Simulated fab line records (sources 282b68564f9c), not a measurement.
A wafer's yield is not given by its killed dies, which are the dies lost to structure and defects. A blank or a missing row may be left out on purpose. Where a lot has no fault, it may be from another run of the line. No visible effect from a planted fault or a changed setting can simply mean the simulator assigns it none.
8D (eight disciplines) problem report, filled in by code ; flow ritCmos ; the parts of the form that need people (team, actions taken, sign-off) are left out

1. WHAT IS WRONG
Mean M1_AL_RS at RIT_M1_RS_MEAS_01: 0.0521 ohm/sq over 6 wafers in 2 lots; fault-free wafers: 0.0732 ohm/sq, standard deviation 0.0011. That puts it -19 standard deviations away from the usual mean.
The step: measures by four-point-probe.
The first sign was on wafer L613.4 at day 4 17:48, on filmMetro-03. At this step, 42 wafers from 14 lots have a number in the record. The rule behind "out" and "out of limits": a value lying over 4 standard deviations away from the usual mean. Any other wafer with a number is counted as sound.

2. WHAT THIS IS AND IS NOT
question;is;is not
which readings at this step;M1_AL_RS;-
which lots;L613, L615;L607, L608, L609, L610, L614, L616, L619, L622, L624, L627, L628, L630
which wafers of those lots;all that have a number;-
read on which gauges;filmMetro-03;filmMetro-01, filmMetro-02
when;from day 4 17:48;"up to then (12 sound wafers); but 24 sound wafers of L614, L616, L619, L622, L624, L627, L628, L630 came after"

3. SUSPECTS, AND WHAT RULES EACH OUT
Counting: any tool at a process step up to the reading is kept as a suspect provided that every lot that is out went through it and no sound lot did after the first of them.
- the gauge at RIT_M1_RS_MEAS_01 has been ruled out. All the wafers that are out were read on filmMetro-03, but those of them that RIT_M1_METAL_ETCH_12 has rows for are out there too, on other tools.
- pvdSputter-02 at RIT_M1_SPUTTER_00 (material Al, target thk 400 nm, time 500 s): kept. It processed each lot that is out, first L613 at day 4 17:35, and no sound lot thereafter; up to then, the last sound lot it processed was L609 at day 3 14:13.
Left after counting: pvdSputter-02 at RIT_M1_SPUTTER_00.

4. THE CAUSE (what the simulator had put in)
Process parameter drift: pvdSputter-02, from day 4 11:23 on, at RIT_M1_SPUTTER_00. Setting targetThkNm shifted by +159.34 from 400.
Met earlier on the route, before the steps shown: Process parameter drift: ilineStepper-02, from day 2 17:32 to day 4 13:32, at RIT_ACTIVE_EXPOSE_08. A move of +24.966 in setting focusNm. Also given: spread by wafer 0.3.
After counting, this tool was the only one left.

5. THE EFFECT CHAIN, in route order
Rows list readings where the struck wafers' mean (over those with a number) sits beyond 3 standard deviations from the usual. Only readings for which the record gives a usual standard deviation are gone through. hours: the time from each lot's start at the first step in this table that gives one to its start at this step, as a median over the lots. sigmas: the change in usual standard deviations.
hours;step;reading;usual;on struck wafers;change;sigmas
0;RIT_M1_RS_MEAS_01;M1_AL_RS;0.0732 ohm/sq;0.0521;-0.0211;-19
0;RIT_M1_THK_MEAS_02;M1_AL_THK;408 nm;567;+159;+26
2;RIT_M1_METAL_ETCH_12;oesProductAu;0.767 a.u.;0.939;+0.172;+12
Its process steps:
- RIT_M1_METAL_ETCH_12: etches Al in Cl2/BCl3, stops on SiO2, time 165 s, target depth 600 nm.
At these later measuring or inspecting steps, every struck wafer for which the step has a row has a number for every such reading, and none has moved that far: RIT_M1_OVL_MEAS_10.

6. WHAT WOULD HAVE CAUGHT IT SOONER
The first out-of-limits reading at a measuring or inspecting step in this record came at day 4 17:48, 6 hours after the fault's start at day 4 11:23.
Tool readings at RIT_M1_SPUTTER_00 with a usual standard deviation given in the record: none out on any struck wafer, hence no alarm at a limit of 4 standard deviations on them.
Of the lots that are out (2), L615 began RIT_M1_SPUTTER_00 on pvdSputter-02 after day 4 17:48. A hold on the tool at that time would have spared it.
